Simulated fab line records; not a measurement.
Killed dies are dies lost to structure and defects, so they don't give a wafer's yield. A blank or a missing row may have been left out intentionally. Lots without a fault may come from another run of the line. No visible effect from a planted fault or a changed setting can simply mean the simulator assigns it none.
Split-lot trial    flow berkeleyCmos170    route with 331 steps; 5 lots, 23 wafers read

## THE SPLIT ITSELF
At UCB170_V1_CVD_00 (deposits SiO2 from TEOS/O2, target thk 2000 nm, time 250 s), the setting timeS was moved away from the recipe's 250 s on 10 of the 23 wafers read, by -12.6% to +6.2%. This setting was run at the recipe's value on the other wafers.

Split to reading: the file shows no intervening step.

## THE READING
V1_TEOS_THK, in nm, at UCB170_V1_THK_MEAS_01. On this fab line, fault-free wafers typically give 1995 nm with a standard deviation of 32 nm.

wafer   tool, chamber at the split  timeS as run, s  against the recipe  V1_TEOS_THK, nm  against lot-mates on the recipe
L074.1  pecvd-03, 0                 265.5            +6.2%               2053             +20
L074.3  pecvd-03, 1                 250              recipe              2028             -
L074.4  pecvd-03, 2                 265.5            +6.2%               2140             +107
L074.5  pecvd-03, 1                 250              recipe              2038             -
L074.6  pecvd-03, 0                 265.5            +6.2%               2108             +75
L076.1  pecvd-03, 1                 238.8            -4.5%               1960             -62
L076.2  pecvd-03, 0                 250              recipe              1959             -
L076.4  pecvd-03, 2                 238.8            -4.5%               1946             -76
L076.5  pecvd-03, 0                 250              recipe              1997             -
L076.6  pecvd-03, 1                 250              recipe              2109             -
L077.1  pecvd-01, 2                 250              recipe              1995             -
L077.3  pecvd-01, 1                 218.5            -12.6%              1742             -246
L077.4  pecvd-01, 2                 218.5            -12.6%              1750             -238
L077.5  pecvd-01, 0                 250              recipe              1982             -
L077.6  pecvd-01, 1                 218.5            -12.6%              1773             -216
L085.1  pecvd-03, 2                 250              recipe              1960             -
L085.4  pecvd-03, 0                 250              recipe              1968             -
L085.5  pecvd-03, 1                 250              recipe              2003             -
L080.1  pecvd-03, 2                 250              recipe              1982             -
L080.2  pecvd-03, 0                 224.7            -10.1%              1752             -252
L080.4  pecvd-03, 1                 250              recipe              2032             -
L080.5  pecvd-03, 2                 250              recipe              1999             -
L080.6  pecvd-03, 0                 224.7            -10.1%              1767             -237

FIT RESULTS
A straight line over all 23 wafers: V1_TEOS_THK changes by +19.6 nm for each +1% of timeS; r = +0.95; the points scatter about the line by 40 nm.
The same after taking each lot's own level away (the mean of its wafers on the recipe; 23 wafers): +18.1 nm for each +1%; r = +0.94; scatter 38 nm.
The reading moves by 2.3e+02 nm for the largest change in timeS, on that fit.
Across the lots, their own levels run from 1977.0 to 2033.0 nm, a range of 1.8 times the standard deviation given above.
The two slopes are in agreement: the lot-to-lot level therefore moves the slope only a little.
Check: -237 nm against its lot-mates is what the line predicts for one of the wafers moved furthest among these (-12.6%) when that wafer is left out of the fit. It came out at -246 nm against them.

## ADDITIONAL SPLITS CARRIED BY THESE WAFERS
Note: prior to the reading, these wafers also went through further splits. Each is held against what the fit with the lots' levels taken away leaves over:
other split on the same wafers  wafers away from the commonest value  r with V1_TEOS_THK (lot level and that fit taken away)
UCB170_SDANNEAL_RTA_01 timeS    6                                     +0.46
UCB170_M1_METAL_ETCH_12 timeS   7                                     +0.20

## THE WHOLE CHAIN: every reading that the file lists as answering this split, in the file's order
step                   what it does                                                reading                                                                   change (the file's fit)               r (the file's)
UCB170_V1_CVD_00       deposits SiO2 from TEOS/O2, target thk 2000 nm, time 250 s  SiO2_of_V1_CVD_00.thkNm (the simulator's own value, which no gauge read)  +19.2 nm for each +1% of the setting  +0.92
UCB170_V1_THK_MEAS_01                                                              V1_TEOS_THK                                                               +19.2 for each +1% of the setting     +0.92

## THE FILE'S OWN FIT
V1_TEOS_THK changes by +19.2 nm for each +1% of timeS, r = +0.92.
